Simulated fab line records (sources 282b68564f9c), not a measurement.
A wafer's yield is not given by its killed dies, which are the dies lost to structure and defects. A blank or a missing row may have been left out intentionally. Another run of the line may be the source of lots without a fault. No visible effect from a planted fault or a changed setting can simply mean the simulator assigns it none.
fab line records / flow rit-cmos
[record] lots = 5 wafers = 15 last-day = 7
route steps=202 shown ACTIVE@19 FOX1@20 FOX2@23 NWELL@28 PWELL@39 WELLDRIVE@50 M1@202
lots that met no fault: from a run of the same line without faults
start-h: the number of hours between the record's first day and the start of the first shown wafer of the lot / wait-h: hours since the lot's step before / " as in the row above / L1.1+2: a row that stands for several wafers / - either no value or no given start / * or withheld: withheld / < > ~ a bound
route shown NAME@n: a module of which the file shows steps, and the number in the route of the first / usual: mean and standard deviation over wafers with no fault / same: alike in all rows / chamber/n: place in a boat / sites: the reading at each site / _std_site: their standard deviation / _edge_site: inner sites' mean taken away from outer sites' mean / radius-mm: how far each site lies from the wafer's centre / mask NAME#n: copy n / behind: the tool/chamber that last shaped the wafer / hold: reason for holding the lot/hours on hold/outcome of the hold / device: which transistor (n, p or np) failed to switch / end of line: the route-end tests of the same wafers / a step with no rows: only its recipe / killed: at the first sort, the dies lost to defects and structure; wafer yield is something else / map: shows each die of a wafer: x if killed, . if not, _ if none is there
set.NAME: the run value of the setting; set.NAME@STEP: its run value at that earlier step / model.NAME: the simulator's own value behind a step, which no gauge read
lots at some steps of the route; a table a step, a row a wafer
services: the hour from which a tool's chamber was out of use, counted from the record's first day as start-h (under 0 if before that day), plus the number of hours and why
[[steps]]
[step RIT_ACTIVE_CLEAN_17]
[recipe] chemistry = SC2 mix = 3:3:50 time-s = 600 temp-c = 75 dry = n2-spin
[step RIT_FOX1_OXIDATION_00]
[recipe] temp-c = 1100 ambient = H2O target-thk-a = 3507 p-h2o-torr = 720 ox-time-s = 1130
[step RIT_FOX1_THK_MEAS_01]
[recipe] reads = SiO2_of_FOX1_OXIDATION_00
[usual] FOX1_OXIDE_THK = 349/6.4
lot.wafer=L554.2 tool=film-metro-01 chamber=- start-h=29.54 wait-h=0.0 FOX1_OXIDE_THK[nm]=354
lot.wafer=L554.3 tool=film-metro-01 chamber=- start-h=29.54 wait-h=0.0 FOX1_OXIDE_THK[nm]=353
lot.wafer=L554.4 tool=film-metro-01 chamber=- start-h=29.54 wait-h=0.0 FOX1_OXIDE_THK[nm]=349
lot.wafer=L559.2 tool=film-metro-03 chamber=- start-h=53.26 wait-h=0.0 FOX1_OXIDE_THK[nm]=353
lot.wafer=L559.3 tool=film-metro-03 chamber=- start-h=53.26 wait-h=0.0 FOX1_OXIDE_THK[nm]=352
lot.wafer=L559.6 tool=film-metro-03 chamber=- start-h=53.26 wait-h=0.0 FOX1_OXIDE_THK[nm]=353
lot.wafer=L571.1 tool=film-metro-04 chamber=- start-h=114.51 wait-h=0.0 FOX1_OXIDE_THK[nm]=344
lot.wafer=L571.2 tool=film-metro-04 chamber=- start-h=114.51 wait-h=0.0 FOX1_OXIDE_THK[nm]=346
lot.wafer=L571.4 tool=film-metro-04 chamber=- start-h=114.51 wait-h=0.0 FOX1_OXIDE_THK[nm]=347
lot.wafer=L573.1 tool=film-metro-01 chamber=- start-h=123.92 wait-h=0.0 FOX1_OXIDE_THK[nm]=356
lot.wafer=L573.2 tool=film-metro-01 chamber=- start-h=123.92 wait-h=0.0 FOX1_OXIDE_THK[nm]=356
lot.wafer=L573.3 tool=film-metro-01 chamber=- start-h=123.92 wait-h=0.0 FOX1_OXIDE_THK[nm]=357
lot.wafer=L574.2 tool=film-metro-04 chamber=- start-h=131.19 wait-h=0.0 FOX1_OXIDE_THK[nm]=354
lot.wafer=L574.4 tool=film-metro-04 chamber=- start-h=131.19 wait-h=0.0 FOX1_OXIDE_THK[nm]=355
lot.wafer=L574.5 tool=film-metro-04 chamber=- start-h=131.19 wait-h=0.0 FOX1_OXIDE_THK[nm]=353
[step RIT_FOX1_WET_ETCH_02]
[recipe] chemistry = BOE target-depth-nm = 350 time-s = 390 temp-c = 21.5 dry = n2-spin dilution = 10:1 target = SiO2
[step RIT_FOX2_OXIDATION_00]
[recipe] temp-c = 1100 ambient = H2O target-thk-a = 3507 p-h2o-torr = 720 ox-time-s = 1130
[step RIT_FOX2_THK_MEAS_01]
[recipe] reads = SiO2_of_FOX2_OXIDATION_00
[usual] FOX2_OXIDE_THK = 352/6
lot.wafer=L554.2 tool=film-metro-01 chamber=- start-h=31.03 wait-h=0.0 FOX2_OXIDE_THK[nm]=358
lot.wafer=L554.3 tool=film-metro-01 chamber=- start-h=31.03 wait-h=0.0 FOX2_OXIDE_THK[nm]=357
lot.wafer=L554.4 tool=film-metro-01 chamber=- start-h=31.03 wait-h=0.0 FOX2_OXIDE_THK[nm]=350
lot.wafer=L559.2 tool=film-metro-01 chamber=- start-h=54.75 wait-h=0.0 FOX2_OXIDE_THK[nm]=359
lot.wafer=L559.3 tool=film-metro-01 chamber=- start-h=54.75 wait-h=0.0 FOX2_OXIDE_THK[nm]=357
lot.wafer=L559.6 tool=film-metro-01 chamber=- start-h=54.75 wait-h=0.0 FOX2_OXIDE_THK[nm]=367
lot.wafer=L571.1 tool=film-metro-04 chamber=- start-h=117.22 wait-h=0.0 FOX2_OXIDE_THK[nm]=352
lot.wafer=L571.2 tool=film-metro-04 chamber=- start-h=117.22 wait-h=0.0 FOX2_OXIDE_THK[nm]=357
lot.wafer=L571.4 tool=film-metro-04 chamber=- start-h=117.22 wait-h=0.0 FOX2_OXIDE_THK[nm]=357
lot.wafer=L573.1 tool=film-metro-04 chamber=- start-h=126.06 wait-h=0.0 FOX2_OXIDE_THK[nm]=355
lot.wafer=L573.2 tool=film-metro-04 chamber=- start-h=126.06 wait-h=0.0 FOX2_OXIDE_THK[nm]=350
lot.wafer=L573.3 tool=film-metro-04 chamber=- start-h=126.06 wait-h=0.0 FOX2_OXIDE_THK[nm]=357
lot.wafer=L574.2 tool=film-metro-04 chamber=- start-h=134.90 wait-h=0.0 FOX2_OXIDE_THK[nm]=353
lot.wafer=L574.4 tool=film-metro-04 chamber=- start-h=134.90 wait-h=0.0 FOX2_OXIDE_THK[nm]=348
lot.wafer=L574.5 tool=film-metro-04 chamber=- start-h=134.90 wait-h=0.0 FOX2_OXIDE_THK[nm]=345
[step RIT_FOX2_CLEAN_02]
[recipe] chemistry = dHF dilution = 50:1 time-s = 180
[step RIT_FOX2_WET_ETCH_03]
[recipe] chemistry = H3PO4 target = Si3N4 target-depth-nm = 195 temp-c = 165 time-s = 2700
[step RIT_FOX2_THK_MEAS_90]
[recipe] reads = SiO2_of_FOX2_OXIDATION_00
[usual] FIELD_OXIDE_LEFT_1_THK = 325/5.9
lot.wafer=L554.2 tool=film-metro-04 chamber=- start-h=31.98 wait-h=0.0 FIELD_OXIDE_LEFT_1_THK[nm]=330
lot.wafer=L554.3 tool=film-metro-04 chamber=- start-h=31.98 wait-h=0.0 FIELD_OXIDE_LEFT_1_THK[nm]=330
lot.wafer=L554.4 tool=film-metro-04 chamber=- start-h=31.98 wait-h=0.0 FIELD_OXIDE_LEFT_1_THK[nm]=323
lot.wafer=L559.2 tool=film-metro-04 chamber=- start-h=55.63 wait-h=0.0 FIELD_OXIDE_LEFT_1_THK[nm]=331
lot.wafer=L559.3 tool=film-metro-04 chamber=- start-h=55.63 wait-h=0.0 FIELD_OXIDE_LEFT_1_THK[nm]=330
lot.wafer=L559.6 tool=film-metro-04 chamber=- start-h=55.63 wait-h=0.0 FIELD_OXIDE_LEFT_1_THK[nm]=339
lot.wafer=L571.1 tool=film-metro-01 chamber=- start-h=118.10 wait-h=0.0 FIELD_OXIDE_LEFT_1_THK[nm]=324
lot.wafer=L571.2 tool=film-metro-01 chamber=- start-h=118.10 wait-h=0.0 FIELD_OXIDE_LEFT_1_THK[nm]=329
lot.wafer=L571.4 tool=film-metro-01 chamber=- start-h=118.10 wait-h=0.0 FIELD_OXIDE_LEFT_1_THK[nm]=329
lot.wafer=L573.1 tool=film-metro-02 chamber=- start-h=126.93 wait-h=0.0 FIELD_OXIDE_LEFT_1_THK[nm]=328
lot.wafer=L573.2 tool=film-metro-02 chamber=- start-h=126.93 wait-h=0.0 FIELD_OXIDE_LEFT_1_THK[nm]=323
lot.wafer=L573.3 tool=film-metro-02 chamber=- start-h=126.93 wait-h=0.0 FIELD_OXIDE_LEFT_1_THK[nm]=330
lot.wafer=L574.2 tool=film-metro-02 chamber=- start-h=135.77 wait-h=0.0 FIELD_OXIDE_LEFT_1_THK[nm]=325
lot.wafer=L574.4 tool=film-metro-02 chamber=- start-h=135.77 wait-h=0.0 FIELD_OXIDE_LEFT_1_THK[nm]=320
lot.wafer=L574.5 tool=film-metro-02 chamber=- start-h=135.77 wait-h=0.0 FIELD_OXIDE_LEFT_1_THK[nm]=318
[step RIT_NWELL_HMDS_00]
[recipe] prime-time-s = 60 prime-temp-c = 140
[step RIT_NWELL_COAT_01]
[recipe] resist = NOVOLAK spin-rpm = 2000 resist-thk-nm = 1300
[step RIT_NWELL_SOFTBAKE_02]
[recipe] resist = NOVOLAK temp-c = 90 time-s = 60
[step RIT_NWELL_EXPOSE_03]
[recipe] mask-id = M2 na = 0.57 target-cd-nm = 43900 dose-mj = 250
lot.wafer=L554.2+3+4 tool=iline-stepper-02 chamber=0 start-h=32.50 wait-h=0.1 mask=M2#0
lot.wafer=L559.2+3+6 tool=iline-stepper-01 chamber=0 start-h=56.15 wait-h=0.1 mask=M3#0
lot.wafer=L571.1+2+4 tool=iline-stepper-01 chamber=0 start-h=118.73 wait-h=0.2 mask=M2#0
lot.wafer=L573.1+2+3 tool=iline-stepper-01 chamber=0 start-h=127.44 wait-h=0.1 mask=M2#0
lot.wafer=L574.2+4+5 tool=iline-stepper-02 chamber=0 start-h=136.42 wait-h=0.2 mask=M2#0
[step RIT_NWELL_PEB_04]
[recipe] resist = NOVOLAK temp-c = withheld time-s = withheld
[step RIT_NWELL_DEVELOP_05]
[recipe] resist = NOVOLAK develop-time-s = 68 dev-temp-c = 23
[step RIT_NWELL_OVL_MEAS_06]
[usual] NWELL_OVL = 0.6/1.4
lot.wafer=L554.2 tool=overlay-02 chamber=- start-h=32.92 wait-h=- NWELL_OVL[nm]=-0.4
lot.wafer=L554.3 tool=overlay-02 chamber=- start-h=32.92 wait-h=- NWELL_OVL[nm]=1.2
lot.wafer=L554.4 tool=overlay-02 chamber=- start-h=32.92 wait-h=- NWELL_OVL[nm]=0.9
lot.wafer=L559.2 tool=overlay-02 chamber=- start-h=56.56 wait-h=- NWELL_OVL[nm]=-
lot.wafer=L559.3 tool=overlay-02 chamber=- start-h=56.56 wait-h=- NWELL_OVL[nm]=-
lot.wafer=L559.6 tool=overlay-02 chamber=- start-h=56.56 wait-h=- NWELL_OVL[nm]=-
lot.wafer=L571.1 tool=overlay-02 chamber=- start-h=119.23 wait-h=- NWELL_OVL[nm]=-0.3
lot.wafer=L571.2 tool=overlay-02 chamber=- start-h=119.23 wait-h=- NWELL_OVL[nm]=0.8
lot.wafer=L571.4 tool=overlay-02 chamber=- start-h=119.23 wait-h=- NWELL_OVL[nm]=1.4
lot.wafer=L573.1 tool=overlay-01 chamber=- start-h=127.87 wait-h=- NWELL_OVL[nm]=-0.1
lot.wafer=L573.2 tool=overlay-01 chamber=- start-h=127.87 wait-h=- NWELL_OVL[nm]=-2.9
lot.wafer=L573.3 tool=overlay-01 chamber=- start-h=127.87 wait-h=- NWELL_OVL[nm]=-1.5
lot.wafer=L574.2 tool=overlay-02 chamber=- start-h=136.84 wait-h=- NWELL_OVL[nm]=-0.3
lot.wafer=L574.4 tool=overlay-02 chamber=- start-h=136.84 wait-h=- NWELL_OVL[nm]=-0.4
lot.wafer=L574.5 tool=overlay-02 chamber=- start-h=136.84 wait-h=- NWELL_OVL[nm]=0.7
[step RIT_NWELL_HARDBAKE_07]
[recipe] resist = NOVOLAK temp-c = 140 time-s = 120
[step RIT_NWELL_IMPLANT_08]
[recipe] species = P energy-kev = 170 dose-cm2 = 5e+13 tilt-deg = 7
[step RIT_NWELL_STRIP_09]
[recipe] chemistry = O2 time-s = 180 resist = NOVOLAK platen-temp-c = withheld power-w = 500 pressure-mtorr = 4000 o2-flow-sccm = 4000
[usual] drypump-motor-current-A = 5.71/0.28
lot.wafer=L554.2 tool=plasma-asher-01 chamber=1 start-h=33.35 wait-h=0.1 drypump-motor-current-A=5.67 rf-hours-counter-h=21
lot.wafer=L554.3 tool=plasma-asher-01 chamber=0 start-h=33.35 wait-h=0.1 drypump-motor-current-A=5.61 rf-hours-counter-h=-
lot.wafer=L554.4 tool=plasma-asher-01 chamber=1 start-h=33.35 wait-h=0.1 drypump-motor-current-A=5.68 rf-hours-counter-h=-
lot.wafer=L559.2 tool=plasma-asher-03 chamber=0 start-h=56.99 wait-h=0.1 drypump-motor-current-A=6.03 rf-hours-counter-h=41
lot.wafer=L559.3 tool=plasma-asher-03 chamber=0 start-h=56.99 wait-h=0.1 drypump-motor-current-A=6.01 rf-hours-counter-h=-
lot.wafer=L559.6 tool=plasma-asher-03 chamber=0 start-h=56.99 wait-h=0.1 drypump-motor-current-A=6.00 rf-hours-counter-h=-
lot.wafer=L571.1 tool=plasma-asher-01 chamber=0 start-h=119.67 wait-h=0.1 drypump-motor-current-A=5.63 rf-hours-counter-h=30
lot.wafer=L571.2 tool=plasma-asher-01 chamber=1 start-h=119.67 wait-h=0.1 drypump-motor-current-A=5.66 rf-hours-counter-h=30
lot.wafer=L571.4 tool=plasma-asher-01 chamber=0 start-h=119.67 wait-h=0.1 drypump-motor-current-A=5.63 rf-hours-counter-h=-
lot.wafer=L573.1 tool=plasma-asher-02 chamber=1 start-h=128.31 wait-h=0.1 drypump-motor-current-A=5.26 rf-hours-counter-h=1
lot.wafer=L573.2 tool=plasma-asher-02 chamber=0 start-h=128.31 wait-h=0.1 drypump-motor-current-A=6.05 rf-hours-counter-h=1
lot.wafer=L573.3 tool=plasma-asher-02 chamber=0 start-h=128.31 wait-h=0.1 drypump-motor-current-A=6.05 rf-hours-counter-h=-
lot.wafer=L574.2 tool=plasma-asher-02 chamber=1 start-h=137.27 wait-h=0.1 drypump-motor-current-A=5.27 rf-hours-counter-h=2
lot.wafer=L574.4 tool=plasma-asher-02 chamber=1 start-h=137.27 wait-h=0.1 drypump-motor-current-A=5.27 rf-hours-counter-h=-
lot.wafer=L574.5 tool=plasma-asher-02 chamber=0 start-h=137.27 wait-h=0.1 drypump-motor-current-A=6.08 rf-hours-counter-h=-
[step RIT_NWELL_TW_MEAS_10]
[usual] NWELL_TW = 2144/19
lot.wafer=L554.2 tool=film-metro-02 chamber=- start-h=33.53 wait-h=0.1 NWELL_TW=2116
lot.wafer=L554.3 tool=film-metro-02 chamber=- start-h=33.53 wait-h=0.1 NWELL_TW=2104
lot.wafer=L554.4 tool=film-metro-02 chamber=- start-h=33.53 wait-h=0.1 NWELL_TW=2125
lot.wafer=L559.2 tool=film-metro-04 chamber=- start-h=57.18 wait-h=0.1 NWELL_TW=30
lot.wafer=L559.3 tool=film-metro-04 chamber=- start-h=57.18 wait-h=0.1 NWELL_TW=30
lot.wafer=L559.6 tool=film-metro-04 chamber=- start-h=57.18 wait-h=0.1 NWELL_TW=30
lot.wafer=L571.1 tool=film-metro-03 chamber=- start-h=119.84 wait-h=0.1 NWELL_TW=2181
lot.wafer=L571.2 tool=film-metro-03 chamber=- start-h=119.84 wait-h=0.1 NWELL_TW=2168
lot.wafer=L571.4 tool=film-metro-03 chamber=- start-h=119.84 wait-h=0.1 NWELL_TW=2162
lot.wafer=L573.1 tool=film-metro-02 chamber=- start-h=128.49 wait-h=0.1 NWELL_TW=2117
lot.wafer=L573.2 tool=film-metro-02 chamber=- start-h=128.49 wait-h=0.1 NWELL_TW=2114
lot.wafer=L573.3 tool=film-metro-02 chamber=- start-h=128.49 wait-h=0.1 NWELL_TW=2121
lot.wafer=L574.2 tool=film-metro-03 chamber=- start-h=137.45 wait-h=0.1 NWELL_TW=2141
lot.wafer=L574.4 tool=film-metro-03 chamber=- start-h=137.45 wait-h=0.1 NWELL_TW=2148
lot.wafer=L574.5 tool=film-metro-03 chamber=- start-h=137.45 wait-h=0.1 NWELL_TW=2148
[step RIT_PWELL_HMDS_00]
[recipe] prime-time-s = 60 prime-temp-c = 140
[step RIT_PWELL_COAT_01]
[recipe] resist = NOVOLAK spin-rpm = 2000 resist-thk-nm = 1300
[step RIT_PWELL_SOFTBAKE_02]
[recipe] resist = NOVOLAK temp-c = 90 time-s = 60
[step RIT_PWELL_EXPOSE_03]
[recipe] mask-id = M3 na = 0.57 target-cd-nm = 43700 dose-mj = 250
[step RIT_PWELL_PEB_04]
[recipe] resist = NOVOLAK temp-c = withheld time-s = withheld
[step RIT_PWELL_DEVELOP_05]
[recipe] resist = NOVOLAK develop-time-s = 68 dev-temp-c = 23
[step RIT_PWELL_OVL_MEAS_06]
[usual] PWELL_OVL = -0.1/1.6
lot.wafer=L554.2 tool=overlay-02 chamber=- start-h=34.59 wait-h=- PWELL_OVL[nm]=0.9
lot.wafer=L554.3 tool=overlay-02 chamber=- start-h=34.59 wait-h=- PWELL_OVL[nm]=0.1
lot.wafer=L554.4 tool=overlay-02 chamber=- start-h=34.59 wait-h=- PWELL_OVL[nm]=1.1
lot.wafer=L559.2 tool=overlay-01 chamber=- start-h=58.24 wait-h=- PWELL_OVL[nm]=-0.5
lot.wafer=L559.3 tool=overlay-01 chamber=- start-h=58.24 wait-h=- PWELL_OVL[nm]=0.5
lot.wafer=L559.6 tool=overlay-01 chamber=- start-h=58.24 wait-h=- PWELL_OVL[nm]=0.1
lot.wafer=L571.1 tool=overlay-01 chamber=- start-h=120.91 wait-h=- PWELL_OVL[nm]=-1.4
lot.wafer=L571.2 tool=overlay-01 chamber=- start-h=120.91 wait-h=- PWELL_OVL[nm]=-0.4
lot.wafer=L571.4 tool=overlay-01 chamber=- start-h=120.91 wait-h=- PWELL_OVL[nm]=-2.3
lot.wafer=L573.1 tool=overlay-02 chamber=- start-h=129.55 wait-h=- PWELL_OVL[nm]=3.5
lot.wafer=L573.2 tool=overlay-02 chamber=- start-h=129.55 wait-h=- PWELL_OVL[nm]=3.2
lot.wafer=L573.3 tool=overlay-02 chamber=- start-h=129.55 wait-h=- PWELL_OVL[nm]=1.4
lot.wafer=L574.2 tool=overlay-02 chamber=- start-h=138.39 wait-h=- PWELL_OVL[nm]=0.2
lot.wafer=L574.4 tool=overlay-02 chamber=- start-h=138.39 wait-h=- PWELL_OVL[nm]=0.6
lot.wafer=L574.5 tool=overlay-02 chamber=- start-h=138.39 wait-h=- PWELL_OVL[nm]=1.4
[step RIT_PWELL_HARDBAKE_07]
[recipe] resist = NOVOLAK temp-c = 140 time-s = 120
[step RIT_PWELL_IMPLANT_08]
[recipe] species = B energy-kev = 170 dose-cm2 = 7e+13 tilt-deg = 7
[step RIT_PWELL_STRIP_09]
[recipe] chemistry = O2 time-s = 180 resist = NOVOLAK platen-temp-c = withheld power-w = 500 pressure-mtorr = 4000 o2-flow-sccm = 4000
[usual] drypump-motor-current-A = 5.9/0.44
lot.wafer=L554.2 tool=plasma-asher-04 chamber=0 start-h=35.02 wait-h=0.1 drypump-motor-current-A=6.3 rf-hours-counter-h=41
lot.wafer=L554.3 tool=plasma-asher-04 chamber=1 start-h=35.02 wait-h=0.1 drypump-motor-current-A=6.7 rf-hours-counter-h=-
lot.wafer=L554.4 tool=plasma-asher-04 chamber=0 start-h=35.02 wait-h=0.1 drypump-motor-current-A=6.3 rf-hours-counter-h=-
lot.wafer=L559.2 tool=plasma-asher-04 chamber=0 start-h=58.67 wait-h=0.1 drypump-motor-current-A=6.3 rf-hours-counter-h=43
lot.wafer=L559.3 tool=plasma-asher-04 chamber=1 start-h=58.67 wait-h=0.1 drypump-motor-current-A=6.6 rf-hours-counter-h=-
lot.wafer=L559.6 tool=plasma-asher-04 chamber=1 start-h=58.67 wait-h=0.1 drypump-motor-current-A=6.6 rf-hours-counter-h=-
lot.wafer=L571.1 tool=plasma-asher-01 chamber=1 start-h=121.35 wait-h=0.1 drypump-motor-current-A=5.6 rf-hours-counter-h=30
lot.wafer=L571.2 tool=plasma-asher-01 chamber=0 start-h=121.35 wait-h=0.1 drypump-motor-current-A=5.6 rf-hours-counter-h=30
lot.wafer=L571.4 tool=plasma-asher-01 chamber=0 start-h=121.35 wait-h=0.1 drypump-motor-current-A=5.6 rf-hours-counter-h=-
lot.wafer=L573.1 tool=plasma-asher-04 chamber=0 start-h=129.99 wait-h=0.1 drypump-motor-current-A=6.3 rf-hours-counter-h=50
lot.wafer=L573.2 tool=plasma-asher-04 chamber=1 start-h=129.99 wait-h=0.1 drypump-motor-current-A=6.7 rf-hours-counter-h=50
lot.wafer=L573.3 tool=plasma-asher-04 chamber=1 start-h=129.99 wait-h=0.1 drypump-motor-current-A=6.7 rf-hours-counter-h=-
lot.wafer=L574.2 tool=plasma-asher-04 chamber=0 start-h=138.82 wait-h=0.1 drypump-motor-current-A=6.3 rf-hours-counter-h=50
lot.wafer=L574.4 tool=plasma-asher-04 chamber=1 start-h=138.82 wait-h=0.1 drypump-motor-current-A=6.6 rf-hours-counter-h=-
lot.wafer=L574.5 tool=plasma-asher-04 chamber=0 start-h=138.82 wait-h=0.1 drypump-motor-current-A=6.3 rf-hours-counter-h=-
[step RIT_PWELL_TW_MEAS_10]
[usual] PWELL_TW = 948/9.2
lot.wafer=L554.2 tool=film-metro-04 chamber=- start-h=35.21 wait-h=0.1 PWELL_TW=951
lot.wafer=L554.3 tool=film-metro-04 chamber=- start-h=35.21 wait-h=0.1 PWELL_TW=946
lot.wafer=L554.4 tool=film-metro-04 chamber=- start-h=35.21 wait-h=0.1 PWELL_TW=949
lot.wafer=L559.2 tool=film-metro-03 chamber=- start-h=58.85 wait-h=0.1 PWELL_TW=2216
lot.wafer=L559.3 tool=film-metro-03 chamber=- start-h=58.85 wait-h=0.1 PWELL_TW=2224
lot.wafer=L559.6 tool=film-metro-03 chamber=- start-h=58.85 wait-h=0.1 PWELL_TW=2217
lot.wafer=L571.1 tool=film-metro-03 chamber=- start-h=121.52 wait-h=0.1 PWELL_TW=950
lot.wafer=L571.2 tool=film-metro-03 chamber=- start-h=121.52 wait-h=0.1 PWELL_TW=949
lot.wafer=L571.4 tool=film-metro-03 chamber=- start-h=121.52 wait-h=0.1 PWELL_TW=950
lot.wafer=L573.1 tool=film-metro-03 chamber=- start-h=130.16 wait-h=0.1 PWELL_TW=953
lot.wafer=L573.2 tool=film-metro-03 chamber=- start-h=130.16 wait-h=0.1 PWELL_TW=951
lot.wafer=L573.3 tool=film-metro-03 chamber=- start-h=130.16 wait-h=0.1 PWELL_TW=955
lot.wafer=L574.2 tool=film-metro-02 chamber=- start-h=139.00 wait-h=0.1 PWELL_TW=946
lot.wafer=L574.4 tool=film-metro-02 chamber=- start-h=139.00 wait-h=0.1 PWELL_TW=939
lot.wafer=L574.5 tool=film-metro-02 chamber=- start-h=139.00 wait-h=0.1 PWELL_TW=939
[step RIT_WELLDRIVE_ANNEAL_00]
[recipe] temp-c = 1100 time-s = 14700 ambient = N2
[step RIT_M1_PROBE_99]
[usual] killed-at-contacts = 0.1/0.23 killed-at-front-end = 7/3.1 killed-dies = 7/3.1 killed-on-rim = 1.8/1.4 killed-open = 3.3/2 killed-short = 3.6/1.9
[same] gross-dies = 264 killed_at_M0_to_M3 = 0 killed_at_M4_up = 0 killed-at-back-side = 0 killed-at-other = 0
lot.wafer=L559.2 tool=prober-01 chamber=- start-h=94.68 wait-h=0.1 killed-at-contacts=0 killed-at-front-end=264 killed-dies=264 killed-on-rim=70 killed-open=4 killed-short=1
lot.wafer=L559.3 tool=prober-01 chamber=- start-h=94.73 wait-h=0.2 killed-at-contacts=0 killed-at-front-end=264 killed-dies=264 killed-on-rim=70 killed-open=3 killed-short=4
lot.wafer=L559.6 tool=prober-01 chamber=- start-h=94.88 wait-h=0.2 killed-at-contacts=0 killed-at-front-end=264 killed-dies=264 killed-on-rim=70 killed-open=2 killed-short=2
lot.wafer=L571.1 tool=prober-01 chamber=- start-h=158.88 wait-h=0.1 killed-at-contacts=0 killed-at-front-end=19 killed-dies=19 killed-on-rim=6 killed-open=11 killed-short=8
lot.wafer=L571.2 tool=prober-01 chamber=- start-h=158.93 wait-h=0.1 killed-at-contacts=0 killed-at-front-end=10 killed-dies=10 killed-on-rim=1 killed-open=4 killed-short=6
lot.wafer=L571.4 tool=prober-01 chamber=- start-h=159.03 wait-h=0.2 killed-at-contacts=0 killed-at-front-end=12 killed-dies=12 killed-on-rim=4 killed-open=7 killed-short=5
lot.wafer=L574.2 tool=prober-01 chamber=- start-h=178.72 wait-h=0.1 killed-at-contacts=0 killed-at-front-end=4 killed-dies=4 killed-on-rim=1 killed-open=4 killed-short=0
lot.wafer=L574.4 tool=prober-01 chamber=- start-h=178.82 wait-h=0.2 killed-at-contacts=0 killed-at-front-end=9 killed-dies=9 killed-on-rim=4 killed-open=5 killed-short=4
lot.wafer=L574.5 tool=prober-01 chamber=- start-h=178.87 wait-h=0.2 killed-at-contacts=0 killed-at-front-end=5 killed-dies=5 killed-on-rim=0 killed-open=4 killed-short=1
// killed by level:class
L559.2 NWELL:area-expose=259 FOX2:geometric-particle:open=1 GATE:geometric-particle:open=1 SPACER:geometric-particle:open=1 SPACER:geometric-particle:short=1 SILICIDE:geometric-particle:open=1
L559.3 NWELL:area-expose=257 SPACER:geometric-particle:short=2 GATE:geometric-particle:short=1 GATE:geometric-particle:open=1 SPACER:geometric-particle:open=1 SILICIDE:geometric-particle:short=1 SILICIDE:geometric-particle:open=1
L559.6 NWELL:area-expose=260 FOX1:geometric-particle:open=2 GATE:geometric-particle:short=1 SPACER:geometric-particle:short=1
L571.1 GATE:geometric-particle:open=4 REOX:geometric-particle:open=3 REOX:geometric-particle:short=2 SPACER:geometric-particle:short=2 SILICIDE:geometric-particle:short=2 SILICIDE:geometric-particle:open=2 FOX1:geometric-particle:short=1 FOX1:geometric-particle:open=1
L571.2 GATE:geometric-particle:short=3 FOX1:geometric-particle:short=2 FOX1:geometric-particle:open=2 FOX2:geometric-particle:short=1 FOX2:geometric-particle:open=1 REOX:geometric-particle:open=1
L571.4 GATE:geometric-particle:open=4 GATE:geometric-particle:short=3 SPACER:geometric-particle:open=2 REOX:geometric-particle:open=1 REOX:geometric-particle:short=1 SILICIDE:geometric-particle:short=1
L574.2 GATE:geometric-particle:open=2 SPACER:geometric-particle:open=1 SILICIDE:geometric-particle:open=1
L574.4 SPACER:geometric-particle:short=2 GATE:geometric-particle:open=2 GATE:geometric-particle:short=2 SILICIDE:geometric-particle:open=2 FOX1:geometric-particle:open=1
L574.5 GATE:geometric-particle:open=2 REOX:geometric-particle:open=2 SPACER:geometric-particle:short=1
// map L559.2 (x killed, . not)
________xxxxxxx_______
_____xxxxxxxxxxxxx____
____xxxxxxxxxxxxxxx___
___xxxxxxxxxxxxxxxxx__
__xxxxxxxxxxxxxxxxxxx_
__xxxxxxxxxxxxxxxxxxx_
_xxxxxxxxxxxxxxxxxxxxx
_xxxxxxxxxxxxxxxxxxxxx
_xxxxxxxxxxxxxxxxxxxxx
_xxxxxxxxxxxxxxxxxxxxx
__xxxxxxxxxxxxxxxxxxx_
__xxxxxxxxxxxxxxxxxxx_
___xxxxxxxxxxxxxxxxx__
____xxxxxxxxxxxxxxx___
_____xxxxxxxxxxxxx____
________xxxxxxx_______
// map L573.2 (x killed, . not)
________......._______
_____.............____
____...............___
___.................__
__..................x_
__..................._
_.........x...........
_.....x...............
_...............x.....
_.....................
__..................._
__........x.........._
___.x...............__
____x..........x...___
_____.............____
________.x....._______
[[services]]
tool=iline-stepper-02 chamber=- start-h=10.37 hours=1.7 kind=pm
tool=plasma-asher-03 chamber=- start-h=18.98 hours=5.8 kind=repair
tool=plasma-asher-01 chamber=- start-h=50.84 hours=2.4 kind=repair
tool=iline-stepper-02 chamber=- start-h=59.77 hours=14.4 kind=repair
tool=plasma-asher-04 chamber=- start-h=82.67 hours=4.3 kind=pm
tool=plasma-asher-03 chamber=- start-h=92.75 hours=3.4 kind=repair
tool=plasma-asher-04 chamber=- start-h=100.14 hours=10.0 kind=pm
tool=plasma-asher-01 chamber=- start-h=102.78 hours=0.8 kind=repair
tool=plasma-asher-02 chamber=- start-h=108.75 hours=9.0 kind=pm
tool=plasma-asher-02 chamber=0 start-h=108.75 hours=9.0 kind=vent-cycle
tool=plasma-asher-02 chamber=1 start-h=108.75 hours=9.0 kind=vent-cycle
tool=plasma-asher-02 chamber=0 start-h=117.75 hours=- kind=clean
tool=plasma-asher-02 chamber=1 start-h=117.75 hours=- kind=clean
[[key]]
[first-sign] step = RIT_NWELL_EXPOSE_03 reading = mask direction = changed
[effect] step = RIT_NWELL_OVL_MEAS_06 reading = NWELL_OVL direction = missing
[effect] step = RIT_NWELL_TW_MEAS_10 reading = NWELL_TW direction = down sigmas = 99+ usual = 2144 struck = 30
[effect] step = RIT_PWELL_TW_MEAS_10 reading = PWELL_TW direction = up sigmas = 99+ usual = 948 struck = 2219
[effect] step = RIT_M1_PROBE_99 reading = killed-dies direction = up sigmas = 84 usual = 7 struck = 264
[more-kills-born-at] RIT_NWELL_EXPOSE_03@iline-stepper-01 = 776
met-at RIT_NWELL_EXPOSE_03
struck-wafers L559.2,L559.3,L559.6
tester-left-out L559
[fault] kind = wrong-mask tool = any chamber = - onset-h = 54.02 steps = RIT_NWELL_EXPOSE_03 aux-copy = M3#0 scope = struck-lots-only
// tester-left-out: of these lots the tester's yield and bins aren't shown, on N5 and GAA mostly nor the transistor test; their killed dies are dies lost to structure and defects alone, not to doping, threshold or leakage, so they don't give the yield
